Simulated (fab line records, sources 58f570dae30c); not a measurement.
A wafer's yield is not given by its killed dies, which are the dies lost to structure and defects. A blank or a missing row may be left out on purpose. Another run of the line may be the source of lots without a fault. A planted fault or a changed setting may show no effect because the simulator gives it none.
A lot that was struck, set against a sound lot | flow berkeley-cmos170 | 17 out of 331 route steps
Sound: these wafers, L988.1, L988.2, L988.6. Struck: wafer L995.1. At the end, the cause is stated.
At each step with rows: each side's tool, then ch and its chambers, then its first start. Under that, the readings that differ: sound wafers | struck wafers | difference of the means | sigmas: that difference in standard deviations of wafers without a fault.
alike: words and numbers the same on both sides, and readings whose means are apart by under 2 such deviations; not compared: readings that were withheld, readings missing a value for some wafer, numbers with overlapping values and no deviation given by the record, and bounds like >300 which may hide the same value.
Wherever a step has rows on one side only, a row that says differs or no value, or a row with sigmas, the two part there. Numbers that have no deviation but don't overlap get no sigmas and don't part them. Lack of a reading on every wafer of one side parts them only where that side has two or more wafers.

first, 5 steps without rows for these wafers: UCB170_NLDD_COAT_01 (resist thk 900 nm); UCB170_NLDD_SOFTBAKE_02 (time 60 s); UCB170_NLDD_EXPOSE_03 (exposes mask NSELECT, target cd 1200 nm); UCB170_NLDD_PEB_04; UCB170_NLDD_DEVELOP_05 (develop time 45 s).
UCB170_NLDD_CD_MEAS_06: target cd 1200 nm.
  sound on cd-sem-02 at day 7 21:09; struck on cd-sem-01 at day 10 03:20
  alike: cd-nm
UCB170_NLDD_OVL_MEAS_07:
  sound on overlay-01 at day 7 21:16; struck on overlay-02 at day 10 03:27
  alike: NLDD_OVL
then, 2 steps without rows for these wafers: UCB170_NLDD_IMPLANT_08; UCB170_NLDD_IMPLANT_09.
UCB170_NLDD_STRIP_10: strips in O2.
  sound on plasma-asher-04 ch 0,1, day 7 21:36; struck on plasma-asher-01 ch 1, day 10 03:47
  alike: drypump-motor-current-A, oes-product-au, strip-time-to-endpoint-s
  not compared: rf-hours-counter-h
UCB170_NLDD_TW_MEAS_11:
  sound on film-metro-02 at day 7 21:42; struck on film-metro-03 at day 10 03:53
  alike: NLDD_TW
then, 1 step without rows for these wafers: UCB170_NLDD_CLEAN_12 (cleans in SPM, time 600 s).
UCB170_SPACER_CVD_00: deposits SiO2 from TEOS/O2, target thk 376 nm, time 47 s.
  sound on pecvd-04 ch 0,2, day 7 21:59; struck on pecvd-01 ch 1, day 10 04:10
  reading                                 | sound         | struck | difference | sigmas
  model.SiO2_of_SPACER_CVD_00.thk-nm (nm) | 384 381.2 390 | 244.1  | -141.0     |
  alike: heater-power-w
UCB170_SPACER_THK_MEAS_01:
  sound on film-metro-02 at day 7 22:02; struck on film-metro-03 at day 10 04:26
  reading              | sound       | struck | difference | sigmas
  SPACER_TEOS_THK (nm) | 384 381 390 | 244    | -141       | -27
  not compared: hold
UCB170_SPACER_ETCHBACK_03: etches SiO2 in CHF3/CF4/Ar, stops on Si, target depth 376 nm, time 100 s.
  sound on rie-diel-02 ch 0,2,3, day 8 03:07; struck on rie-diel-04 ch 0, day 10 09:18
  reading                  | sound             | struck | difference | sigmas
  oes-product-au (a.u.)    | 0.909 0.902 0.901 | 0.668  | -0.236     | -15
  model.etch.depth-nm (nm) | 384 381.2 390     | 244.1  | -141.0     |
  alike: drypump-motor-current-A, throttle-valve-pct
  not compared: rf-hours-counter-h
then, 1 step without rows for these wafers: UCB170_PSD_HMDS_00 (prime time 60 s).
UCB170_M3_PROBE_99:
  record: rows for the struck wafers here (prober-01, day 11 11:17), none for the sound ones

## WHERE THEY PART
At UCB170_SPACER_THK_MEAS_01 first; at UCB170_M3_PROBE_99 last (within this record only).

WHY: whatever the simulator had introduced
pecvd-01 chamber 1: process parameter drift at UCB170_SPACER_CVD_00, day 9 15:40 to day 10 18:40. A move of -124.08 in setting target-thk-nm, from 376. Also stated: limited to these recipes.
